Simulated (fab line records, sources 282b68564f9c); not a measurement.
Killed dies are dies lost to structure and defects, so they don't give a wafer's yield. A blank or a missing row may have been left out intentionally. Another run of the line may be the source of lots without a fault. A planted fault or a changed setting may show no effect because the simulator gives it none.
fab line records -- flow rit-cmos
record lots=6, wafers=18, last-day=7
route steps=202 shown NRETRO@53 PRETRO@64 M1@202
lots with no fault: from the same line, run without faults
start-h: the number of hours between the record's first day and the start of the first shown wafer of the lot -- wait-h: hours since the lot's step before -- " unchanged from the row above -- L1.1+2: one row covering several wafers at once -- - either no value or no given start -- * or withheld: withheld -- < > ~ a bound
route shown NAME@n: NAME is a module with steps in the file, n the number in the route of the first one -- usual: mean/standard deviation of fault-free wafers -- same: alike in all rows -- chamber/n: place in a boat -- sites: each site's reading -- _std_site: the values' standard deviation -- _edge_site: mean of outer sites minus mean of inner sites -- radius-mm: how far each site lies from the wafer's centre -- mask NAME#n: copy n -- behind: the tool/chamber that last shaped the wafer -- hold: why the lot was held/for how many hours/how that ended -- device: which transistor (n, p or np) failed to switch -- end of line: the tests these same wafers got at the end of their route -- where a step has no rows: the recipe by itself -- killed: at the first sort, the dies lost to defects and structure; wafer yield is something else -- map: a wafer's dies, marking killed ones x, the rest . and places with no die _
set.NAME: the run value of the setting; set.NAME@STEP: its run value at that earlier step -- model.NAME: the simulator's own value behind a step, which no gauge read
lots seen at some steps along the route; tables by step, rows by wafer
services: when a tool's chamber went out of use (start-h, in hours from the record's first day, below 0 if earlier), for how many hours, and the reason
## steps
# step RIT_NRETRO_HMDS_00
# recipe prime-time-s=60, prime-temp-c=140
# step RIT_NRETRO_COAT_01
# recipe resist=NOVOLAK, spin-rpm=2000, resist-thk-nm=1300
# step RIT_NRETRO_SOFTBAKE_02
# recipe resist=NOVOLAK, temp-c=90, time-s=60
# step RIT_NRETRO_EXPOSE_03
# recipe mask-id=M4, na=0.57, target-cd-nm=43900, dose-mj=250
# step RIT_NRETRO_PEB_04
# recipe resist=NOVOLAK, temp-c=withheld, time-s=withheld
# step RIT_NRETRO_DEVELOP_05
# recipe resist=NOVOLAK, develop-time-s=68, dev-temp-c=23
# step RIT_NRETRO_OVL_MEAS_06
# usual NRETRO_OVL=0.7/1.7
lot.wafer,tool,chamber,start-h,wait-h,NRETRO_OVL[nm]
L493.3,overlay-01,-,44.92,-,0.6
L493.4,overlay-01,-,44.92,-,0.3
L493.6,overlay-01,-,44.92,-,0.7
L498.1,overlay-01,-,69.85,-,0.0
L498.2,overlay-01,-,69.85,-,1.8
L498.5,overlay-01,-,69.85,-,1.1
L502.2,overlay-02,-,89.19,-,-3.8
L502.4,overlay-02,-,89.19,-,-2.4
L502.5,overlay-02,-,89.19,-,-3.9
L504.4,overlay-02,-,98.95,-,-1.4
L504.5,overlay-02,-,98.95,-,-2.7
L504.6,overlay-02,-,98.95,-,0.3
L509.1,overlay-01,-,125.50,-,-0.2
L509.2,overlay-01,-,125.50,-,-1.0
L509.6,overlay-01,-,125.50,-,1.1
L511.1,overlay-01,-,135.07,-,-0.1
L511.2,overlay-01,-,135.07,-,0.6
L511.4,overlay-01,-,135.07,-,-0.9
# step RIT_NRETRO_HARDBAKE_07
# recipe resist=NOVOLAK, temp-c=140, time-s=120
# step RIT_NRETRO_IMPLANT_08
# recipe species=P, energy-kev=70, dose-cm2=1e+13, tilt-deg=7
# step RIT_NRETRO_STRIP_09
# recipe chemistry=O2, time-s=180, resist=NOVOLAK, platen-temp-c=withheld, power-w=500, pressure-mtorr=4000, o2-flow-sccm=4000
# usual drypump-motor-current-A=5.8/0.6
lot.wafer,tool,chamber,start-h,wait-h,drypump-motor-current-A,rf-hours-counter-h
L493.3,plasma-asher-03,1,45.40,0.1,5.9,-
L493.4,plasma-asher-03,0,45.40,0.1,4.9,-
L493.6,plasma-asher-03,1,45.40,0.1,5.9,-
L498.1,plasma-asher-04,1,70.28,0.1,6.3,45
L498.2,plasma-asher-04,0,70.28,0.1,6.3,45
L498.5,plasma-asher-04,0,70.28,0.1,6.3,-
L502.2,plasma-asher-01,0,89.62,0.1,5.8,30
L502.4,plasma-asher-01,0,89.62,0.1,5.8,-
L502.5,plasma-asher-01,1,89.62,0.1,4.9,-
L504.4,plasma-asher-01,1,99.43,0.1,4.9,-
L504.5,plasma-asher-01,1,99.43,0.1,4.9,-
L504.6,plasma-asher-01,0,99.43,0.1,5.7,-
L509.1,plasma-asher-03,1,126.06,0.1,5.9,46
L509.2,plasma-asher-03,0,126.06,0.1,4.9,46
L509.6,plasma-asher-03,0,126.06,0.1,4.9,-
L511.1,plasma-asher-01,1,135.51,0.1,4.9,34
L511.2,plasma-asher-01,0,135.51,0.1,5.8,34
L511.4,plasma-asher-01,1,135.51,0.1,4.9,-
# step RIT_NRETRO_TW_MEAS_10
# usual NRETRO_TW=1054/6.8
lot.wafer,tool,chamber,start-h,wait-h,NRETRO_TW
L493.3,film-metro-03,-,45.54,0.1,1064
L493.4,film-metro-03,-,45.54,0.1,1062
L493.6,film-metro-03,-,45.54,0.1,1060
L498.1,film-metro-01,-,70.46,0.1,1036
L498.2,film-metro-01,-,70.46,0.1,1045
L498.5,film-metro-01,-,70.46,0.1,1040
L502.2,film-metro-01,-,89.81,0.1,1041
L502.4,film-metro-01,-,89.81,0.1,1051
L502.5,film-metro-01,-,89.81,0.1,1045
L504.4,film-metro-04,-,99.58,0.1,1056
L504.5,film-metro-04,-,99.58,0.1,1057
L504.6,film-metro-04,-,99.58,0.1,1062
L509.1,film-metro-03,-,126.23,0.1,1056
L509.2,film-metro-03,-,126.23,0.1,1055
L509.6,film-metro-03,-,126.23,0.1,1059
L511.1,film-metro-03,-,135.68,0.1,1060
L511.2,film-metro-03,-,135.68,0.1,1059
L511.4,film-metro-03,-,135.68,0.1,1060
# step RIT_PRETRO_HMDS_00
# recipe prime-time-s=60, prime-temp-c=140
# step RIT_PRETRO_COAT_01
# recipe resist=NOVOLAK, spin-rpm=2000, resist-thk-nm=1300
# usual spin-speed-rpm=2000.0/1.4
lot.wafer,tool,chamber,start-h,wait-h,spin-speed-rpm,model.NOVOLAK_of_PRETRO_COAT_01.thk-nm
L493.3,litho-track-04,0,45.78,0.1,2000.1,1299
L493.4,litho-track-04,0,45.78,0.1,1998.9,1299
L493.6,litho-track-04,0,45.78,0.1,1999.2,1306
L498.1,litho-track-01,0,70.67,0.1,1999.8,1299
L498.2,litho-track-01,0,70.67,0.1,2000.6,1296
L498.5,litho-track-01,0,70.67,0.1,2000.4,1296
L502.2,litho-track-01,0,90.03,0.1,1858.2,1351
L502.4,litho-track-01,0,90.03,0.1,1857.0,1350
L502.5,litho-track-01,0,90.03,0.1,1856.9,1351
L504.4,litho-track-01,0,99.83,0.1,1856.9,1346
L504.5,litho-track-01,0,99.83,0.1,1857.2,1349
L504.6,litho-track-01,0,99.83,0.1,1857.9,1352
L509.1,litho-track-02,0,126.44,0.1,2000.2,1306
L509.2,litho-track-02,0,126.44,0.1,2000.8,1302
L509.6,litho-track-02,0,126.44,0.1,2000.8,1307
L511.1,litho-track-02,0,135.96,0.1,1999.8,1305
L511.2,litho-track-02,0,135.96,0.1,2001.7,1302
L511.4,litho-track-02,0,135.96,0.1,2000.9,1302
# step RIT_PRETRO_SOFTBAKE_02
# recipe resist=NOVOLAK, temp-c=90, time-s=60
# step RIT_PRETRO_EXPOSE_03
# recipe mask-id=M5, na=0.57, target-cd-nm=43700, dose-mj=250
# step RIT_PRETRO_PEB_04
# recipe resist=NOVOLAK, temp-c=withheld, time-s=withheld
# step RIT_PRETRO_DEVELOP_05
# recipe resist=NOVOLAK, develop-time-s=68, dev-temp-c=23
# step RIT_PRETRO_OVL_MEAS_06
# usual PRETRO_OVL=2.1/1.3
lot.wafer,tool,chamber,start-h,wait-h,PRETRO_OVL[nm]
L493.3,overlay-02,-,46.47,-,2.8
L493.4,overlay-02,-,46.47,-,1.8
L493.6,overlay-02,-,46.47,-,1.5
L498.1,overlay-01,-,71.52,-,2.4
L498.2,overlay-01,-,71.52,-,2.4
L498.5,overlay-01,-,71.52,-,3.0
L502.2,overlay-01,-,90.74,-,3.7
L502.4,overlay-01,-,90.74,-,2.5
L502.5,overlay-01,-,90.74,-,1.9
L504.4,overlay-01,-,100.67,-,1.8
L504.5,overlay-01,-,100.67,-,1.8
L504.6,overlay-01,-,100.67,-,0.9
L509.1,overlay-01,-,127.30,-,1.8
L509.2,overlay-01,-,127.30,-,2.2
L509.6,overlay-01,-,127.30,-,1.7
L511.1,overlay-02,-,136.82,-,2.4
L511.2,overlay-02,-,136.82,-,0.8
L511.4,overlay-02,-,136.82,-,0.9
# step RIT_PRETRO_HARDBAKE_07
# recipe resist=NOVOLAK, temp-c=140, time-s=120
lot.wafer,tool,chamber,start-h,wait-h,model.NOVOLAK_of_PRETRO_COAT_01.thk-nm
L493.3+4,litho-track-02,0,46.66,0.2,1136
L493.6,litho-track-02,0,46.66,0.2,1142
L498.1,litho-track-02,0,71.56,0.0,1136
L498.2+5,litho-track-02,0,71.56,0.0,1134
L502.2+5,litho-track-01,0,90.81,0.1,1181
L502.4,litho-track-01,0,90.81,0.1,1180
L504.4,litho-track-01,0,100.82,0.1,1176
L504.5,litho-track-01,0,100.82,0.1,1179
L504.6,litho-track-01,0,100.82,0.1,1182
L509.1,litho-track-04,0,127.33,0.0,1142
L509.2,litho-track-04,0,127.33,0.0,1139
L509.6,litho-track-04,0,127.33,0.0,1143
L511.1,litho-track-02,0,136.85,0.0,1141
L511.2,litho-track-02,0,136.85,0.0,1139
L511.4,litho-track-02,0,136.85,0.0,1138
# step RIT_PRETRO_IMPLANT_08
# recipe species=B, energy-kev=45, dose-cm2=1.2e+13, tilt-deg=7
# step RIT_M1_PROBE_99
# usual killed-at-contacts=0.0/0.16, killed-at-front-end=7/3, killed-dies=7/3, killed-on-rim=1.8/1.3, killed-open=3.5/2, killed-short=3.6/2.1
# same gross-dies=264, killed_at_M0_to_M3=0, killed_at_M4_up=0, killed-at-back-side=0, killed-at-other=0
lot.wafer,tool,chamber,start-h,wait-h,killed-at-contacts,killed-at-front-end,killed-dies,killed-on-rim,killed-open,killed-short
L493.3,prober-02,-,73.67,0.2,0,8,8,3,5,3
L493.4,prober-02,-,73.72,0.2,0,7,7,0,7,0
L493.6,prober-02,-,73.82,0.2,0,4,4,1,3,1
L498.1,prober-01,-,99.44,0.1,0,12,12,2,3,9
L498.2,prober-01,-,99.49,0.1,0,12,12,3,5,7
L498.5,prober-01,-,99.64,0.2,1,11,12,1,8,4
L502.2,prober-01,-,118.94,0.1,0,7,7,1,4,3
L502.4,prober-01,-,119.04,0.2,0,4,4,1,2,2
L502.5,prober-01,-,119.09,0.2,0,11,11,3,5,6
L504.4,prober-01,-,129.14,0.2,0,6,6,2,6,0
L504.5,prober-01,-,129.19,0.2,0,12,12,0,6,6
L504.6,prober-01,-,129.24,0.2,0,7,7,3,4,3
L509.1,prober-01,-,153.15,0.1,0,2,2,0,1,1
L509.2,prober-01,-,153.20,0.1,0,10,10,3,6,4
L509.6,prober-01,-,153.40,0.2,1,6,7,1,3,4
L511.1,prober-01,-,167.48,0.1,0,6,6,2,3,3
L511.2,prober-01,-,167.53,0.1,0,9,9,1,7,2
L511.4,prober-01,-,167.63,0.2,0,8,8,2,4,4
# killed by level:class
L493.3 GATE:geometric-particle:open=2 REOX:geometric-particle:open=2 FOX2:geometric-particle:open=1 GATE:geometric-particle:short=1 REOX:geometric-particle:short=1 SILICIDE:geometric-particle:short=1
L493.4 GATE:geometric-particle:open=4 REOX:geometric-particle:open=1 SPACER:geometric-particle:open=1 SILICIDE:geometric-particle:open=1
L493.6 FOX2:geometric-particle:open=2 FOX2:geometric-particle:short=1 GATE:geometric-particle:open=1
L498.1 GATE:geometric-particle:short=5 SPACER:geometric-particle:short=2 FOX1:geometric-particle:short=1 FOX2:geometric-particle:open=1 FOX2:geometric-particle:short=1 REOX:geometric-particle:open=1 SPACER:geometric-particle:open=1
L498.2 GATE:geometric-particle:short=4 GATE:geometric-particle:open=2 FOX1:geometric-particle:short=1 FOX1:geometric-particle:open=1 FOX2:geometric-particle:short=1 REOX:geometric-particle:open=1 SPACER:geometric-particle:open=1 SPACER:geometric-particle:short=1
L498.5 FOX2:geometric-particle:short=2 FOX2:geometric-particle:open=2 GATE:geometric-particle:open=2 SPACER:geometric-particle:open=2 FOX1:geometric-particle:open=1 GATE:geometric-particle:short=1 SPACER:geometric-particle:short=1 CONTACT:geometric-particle:open=1
L502.2 FOX1:geometric-particle:short=2 FOX1:geometric-particle:open=2 FOX2:geometric-particle:open=1 GATE:geometric-particle:short=1 SILICIDE:geometric-particle:open=1
L502.4 REOX:geometric-particle:short=2 REOX:geometric-particle:open=1 SPACER:geometric-particle:open=1
L502.5 GATE:geometric-particle:short=4 GATE:geometric-particle:open=2 SILICIDE:geometric-particle:open=2 FOX2:geometric-particle:open=1 REOX:geometric-particle:short=1 SPACER:geometric-particle:short=1
L504.4 GATE:geometric-particle:open=2 SPACER:geometric-particle:open=2 SILICIDE:geometric-particle:open=2
L504.5 GATE:geometric-particle:open=3 FOX1:geometric-particle:short=2 FOX1:geometric-particle:open=1 GATE:geometric-particle:short=1 REOX:geometric-particle:open=1 REOX:geometric-particle:short=1 SPACER:geometric-particle:open=1 SPACER:geometric-particle:short=1
L504.6 GATE:geometric-particle:short=2 FOX2:geometric-particle:short=1 FOX2:geometric-particle:open=1 GATE:geometric-particle:open=1 SPACER:geometric-particle:open=1 SILICIDE:geometric-particle:open=1
L509.1 FOX2:geometric-particle:open=1 REOX:geometric-particle:short=1
L509.2 GATE:geometric-particle:open=3 FOX1:geometric-particle:short=2 GATE:geometric-particle:short=2 REOX:geometric-particle:open=2 FOX2:geometric-particle:open=1
L509.6 GATE:geometric-particle:open=3 GATE:geometric-particle:short=2 FOX2:geometric-particle:short=1 CONTACT:geometric-particle:short=1
L511.1 REOX:geometric-particle:short=2 FOX2:geometric-particle:open=1 GATE:geometric-particle:open=1 REOX:geometric-particle:open=1 SILICIDE:geometric-particle:short=1
L511.2 SILICIDE:geometric-particle:open=3 SILICIDE:geometric-particle:short=2 FOX2:geometric-particle:open=1 GATE:geometric-particle:open=1 REOX:geometric-particle:open=1 SPACER:geometric-particle:open=1
L511.4 GATE:geometric-particle:short=2 FOX1:geometric-particle:open=1 REOX:geometric-particle:open=1 SPACER:geometric-particle:short=1 SPACER:geometric-particle:open=1 SILICIDE:geometric-particle:short=1 SILICIDE:geometric-particle:open=1
## services
tool,chamber,start-h,hours,kind
plasma-asher-04,-,21.50,2.6,repair
plasma-asher-01,-,98.37,0.4,repair
plasma-asher-01,-,103.03,2.8,pm
plasma-asher-04,-,125.04,2.2,repair
## key
first-sign step=RIT_PRETRO_COAT_01, reading=spin-speed-rpm, direction=down, sigmas=99+, usual=2000.0, struck=1857.4
effect none on later readings
model-effect step=RIT_PRETRO_COAT_01, value=NOVOLAK_of_PRETRO_COAT_01.thk-nm, without=1301, struck=1350
model-effect step=RIT_PRETRO_HARDBAKE_07, value=NOVOLAK_of_PRETRO_COAT_01.thk-nm, without=1138, struck=1180
met-at RIT_PRETRO_COAT_01
struck-wafers L502.2,L502.4,L502.5,L504.4,L504.5,L504.6
tester-left-out L502,L504
onset-between 70.67 90.03
fault kind=process-parameter-drift, tool=litho-track-01, chamber=-, onset-h=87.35, steps=RIT_PRETRO_COAT_01, channel=spin-rpm, offset=-141.1, shape=step, end-h=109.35, acts-in=these-recipes-only, stated=2000
# tester-left-out: of these lots the tester's yield and bins aren't shown, on N5 and GAA mostly nor the transistor test; their killed dies are dies lost to structure and defects alone, not to doping, threshold or leakage, so they don't give the yield
